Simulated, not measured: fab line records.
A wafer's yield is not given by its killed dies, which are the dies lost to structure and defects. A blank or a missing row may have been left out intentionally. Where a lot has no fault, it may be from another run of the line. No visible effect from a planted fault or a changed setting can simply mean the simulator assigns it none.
Shared-tool check ; flow berkeleyCmos170 ; 14 lots, 42 wafers sampled

## THE REASON FOR OPENING IT
UCB170_CONTACT_THK_MEAS_02, reading CONTACT_PSG_THK: flagged on 2 of 14 lots. Wafers without a fault read 697 nm, standard deviation 7.9.
Rule: a lot is flagged in two cases, either no wafer of it has a number, or all its wafers with numbers fall more than 4 standard deviations from that mean. The rest of the lots are taken to be sound.

lot;measured;on;CONTACT_PSG_THK (nm), wafer by wafer;flag
L146;day 6 11:02;filmMetro-04;704 691 700;
L147;day 6 14:29;filmMetro-02;690 693 693;
L149;day 7 09:32;filmMetro-04;699 700 699;
L150;day 7 10:58;filmMetro-04;704 700 702;
L148;day 7 10:59;filmMetro-01;690 688 686;
L153;day 7 16:05;filmMetro-01;705 701 702;
L151;day 7 16:22;filmMetro-04;685 697 692;
L152;day 7 17:54;filmMetro-01;684 681 680;
L156;day 8 17:16;filmMetro-02;706 702 700;
L160;day 9 15:10;filmMetro-01;883 884 892;FLAGGED
L161;day 9 16:56;filmMetro-04;877 871 874;FLAGGED
L165;day 10 13:50;filmMetro-01;680 680 681;
L166;day 10 20:32;filmMetro-01;695 697 701;
L167;day 10 22:19;filmMetro-01;698 694 698;
The numbers of the flagged lots are 880 nm on average: +183 nm against the usual, or +23 standard deviations.

## LOT BY LOT: THE TOOL USED
The record holds 2 process steps before the reading, out of a route of 331 steps. Read each cell as the tool, then ch plus the chambers that the sampled wafers visited, then the start.
lot;flag;UCB170_GATE_ETCH_14;UCB170_CONTACT_CVD_01
L146;;rieDiel-01 ch 0,2,3, day 5 12:37;lpcvd-02 ch 0, day 6 09:15
L147;;rieDiel-02 ch 0,1,3, day 5 18:39;lpcvd-01 ch 1, day 6 12:41
L149;;rieDiel-01 ch 0,2,3, day 6 17:20;lpcvd-01 ch 0, day 7 07:45
L150;;rieDiel-03 ch 0,1,2, day 6 17:37;lpcvd-02 ch 1, day 7 09:11
L148;;rieDiel-02 ch 1,2, day 6 17:56;lpcvd-02 ch 0, day 7 09:11
L153;;rieDiel-02 ch 0,1,3, day 6 22:53;lpcvd-02 ch 1, day 7 14:19
L151;;rieDiel-02 ch 0,2,3, day 6 23:09;lpcvd-01 ch 1, day 7 14:34
L152;;rieDiel-01 ch 0,3, day 6 23:07;lpcvd-02 ch 1, day 7 16:05
L156;;rieDiel-03 ch 1,2,3, day 7 22:50;lpcvd-02 ch 0, day 8 15:28
L160;FLAGGED;rieDiel-01 ch 0,2,3, day 8 18:56;lpcvd-01 ch 1, day 9 13:21
L161;FLAGGED;rieDiel-03 ch 0,2,3, day 8 19:04;lpcvd-01 ch 0, day 9 15:08
L165;;rieDiel-03 ch 2,3, day 9 21:32;lpcvd-02 ch 0, day 10 12:01
L166;;rieDiel-01 ch 0,1,2, day 10 03:19;lpcvd-02 ch 1, day 10 18:44
L167;;rieDiel-03 ch 0,3, day 10 02:54;lpcvd-02 ch 1, day 10 20:32
What these steps do:
- UCB170_GATE_ETCH_14: etches BARC in N2/H2.
- UCB170_CONTACT_CVD_01: deposits PSG from SiH4/O2/PH3, target thk 700 nm, time 2820 s.
- UCB170_CONTACT_THK_MEAS_02

## FLAGGED AGAINST TOTAL, ONE TOOL AT A TIME (gauges that did the reading follow at the end)
step;tool;lots run;flagged;share of the flagged lots;sound lots run after its first flagged lot
UCB170_GATE_ETCH_14;rieDiel-01;5;1;some;1 (L166)
UCB170_GATE_ETCH_14;rieDiel-02;4;0;none;-
UCB170_GATE_ETCH_14;rieDiel-03;5;1;some;2 (L165,L167)
UCB170_CONTACT_CVD_01;lpcvd-01;5;2;all;0
UCB170_CONTACT_CVD_01;lpcvd-02;9;0;none;-
UCB170_CONTACT_THK_MEAS_02;filmMetro-01;7;1;some;3 (L165,L166,L167)
UCB170_CONTACT_THK_MEAS_02;filmMetro-02;2;0;none;-
UCB170_CONTACT_THK_MEAS_02;filmMetro-04;5;1;some;0

## WHAT THE TABLE PERMITS
1 row of the table ran every flagged lot: lpcvd-01 at UCB170_CONTACT_CVD_01.
- lpcvd-01 at UCB170_CONTACT_CVD_01 ran 5 lots, 2 of them flagged. Last sound lot L151 at day 7 14:34, first flagged lot L160 at day 9 13:21; a fault beginning in between fits. Its own readings lie more than 4 standard deviations out on every wafer of the flagged lots: o2FlowSccm.
Left over: one tool, lpcvd-01 at UCB170_CONTACT_CVD_01.

## WHAT HAD BEEN PUT IN BY THE SIMULATOR
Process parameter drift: lpcvd-01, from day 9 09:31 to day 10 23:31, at UCB170_CONTACT_CVD_01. From 90, the setting o2FlowSccm moved by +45.
Shown lots that were struck: L160, L161. The rule above reached the same finding.
